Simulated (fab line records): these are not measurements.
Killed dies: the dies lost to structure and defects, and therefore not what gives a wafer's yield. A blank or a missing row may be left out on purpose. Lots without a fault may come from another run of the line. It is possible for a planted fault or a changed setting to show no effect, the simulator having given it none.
A lot that was struck, set against a sound lot || flow rit cmos || 15 out of 202 route steps
Sound: wafers L580.2, L580.3, L580.6. Struck: wafers L572.1, L572.2, L572.6. The cause is given at the end.
For every step that has rows: the tool of each side, followed by ch and its chambers, followed by its first start. Under that, the readings that differ: sound wafers || struck wafers || difference of the means || sigmas: that difference in standard deviations of wafers without a fault.
alike: a reading whose means differ by less than 2 such deviations, as well as words and numbers matching on both sides. not compared: withheld readings; readings where some wafer has no value; bounds like >300 that might hide an equal value; numbers whose values overlap and for which the record gives no deviation.
Wherever a step has rows on one side only, a row that says differs or no value, or a row with sigmas, the two part there. Numbers that don't overlap but have no deviation are shown without sigmas and don't part them. Lack of a reading on every wafer of one side parts them only where that side has two or more wafers.

first, 1 step without rows for these wafers: RIT_GATE_CVD_08 (deposits poly-Si from SiH4, target thk 250 nm, time 2220 s).
RIT_GATE_THK_MEAS_09:
  sound on film metro-01, day 6 14:25; struck on film metro-03, day 5 00:18
  alike: GATE_POLY_THK
then, 6 steps without rows for these wafers: RIT_GATE_HMDS_10 (prime time 60 s); RIT_GATE_COAT_11 (resist thk 850 nm); RIT_GATE_SOFTBAKE_12 (time 60 s); RIT_GATE_EXPOSE_13 (exposes mask M6, target cd 150 nm); RIT_GATE_PEB_14; RIT_GATE_DEVELOP_15 (develop time 50 s).
RIT_GATE_CD_MEAS_16: the cd target is 150 nm.
  sound on cd sem-01, day 6 15:27; struck on cd sem-01, day 5 01:22
  alike: cd nm
RIT_GATE_OVL_MEAS_17:
  sound on overlay-01, day 6 15:34; struck on overlay-02, day 5 01:29
  alike: GATE_OVL
then, 1 step without rows for these wafers: RIT_GATE_HARDBAKE_18 (time 60 s).
RIT_GATE_ETCH_19: etches poly-Si in SF6/CHF3/O2, stops on SiO2, time 165 s, target depth 312.5 nm.
  sound on rie si-01 ch 0,2, day 6 15:44; struck on rie si-01 ch 0,1,2, day 5 01:40
  alike: drypump motor current A, oes product au, throttle valve pct
  not compared: rf hours counter h
RIT_GATE_STRIP_20: strips in O2, time 180 s.
  sound on plasma asher-01 ch 0,1, day 6 15:50; struck on plasma asher-01 ch 0,1, day 5 01:47
  no value came back on the struck wafers for chamber pressure mTorr (mTorr), drypump motor current A (A); on the sound wafers chamber pressure mTorr (mTorr) reads 4003 3992 3999
{"reading": "model.NOVOLAK_of_GATE_COAT_11.thk nm (nm)", "sound": "0 0 0", "struck": "668.3 663.7 664.9", "difference": "+665.6", "sigmas": ""}
  not compared: rf hours counter h
RIT_GATE_CD_MEAS_90: the cd target is 150 nm.
  sound on cd sem-02, day 6 16:02; struck on cd sem-01, day 5 01:57
  alike: cd nm
RIT_M1_PROBE_99:
  sound on prober-01, day 7 13:10; struck on prober-01, day 5 22:09
{"reading": "killed_at_M0_to_M3", "sound": "1 0 0", "struck": "0 0 0", "difference": "+0", "sigmas": -2}
{"reading": "killed at front end", "sound": "5 9 8", "struck": "264 264 264", "difference": "+257", "sigmas": "+99 or more"}
{"reading": "killed dies", "sound": "7 9 8", "struck": "264 264 264", "difference": "+256", "sigmas": "+99 or more"}
{"reading": "killed on rim", "sound": "2 1 1", "struck": "70 70 70", "difference": "+69", "sigmas": "+49"}
  alike: killed at contacts, killed open, killed short

WHERE THEY PART
At RIT_GATE_STRIP_20 first; at RIT_M1_PROBE_99 last (within this record only).

WHY: whatever the simulator had introduced
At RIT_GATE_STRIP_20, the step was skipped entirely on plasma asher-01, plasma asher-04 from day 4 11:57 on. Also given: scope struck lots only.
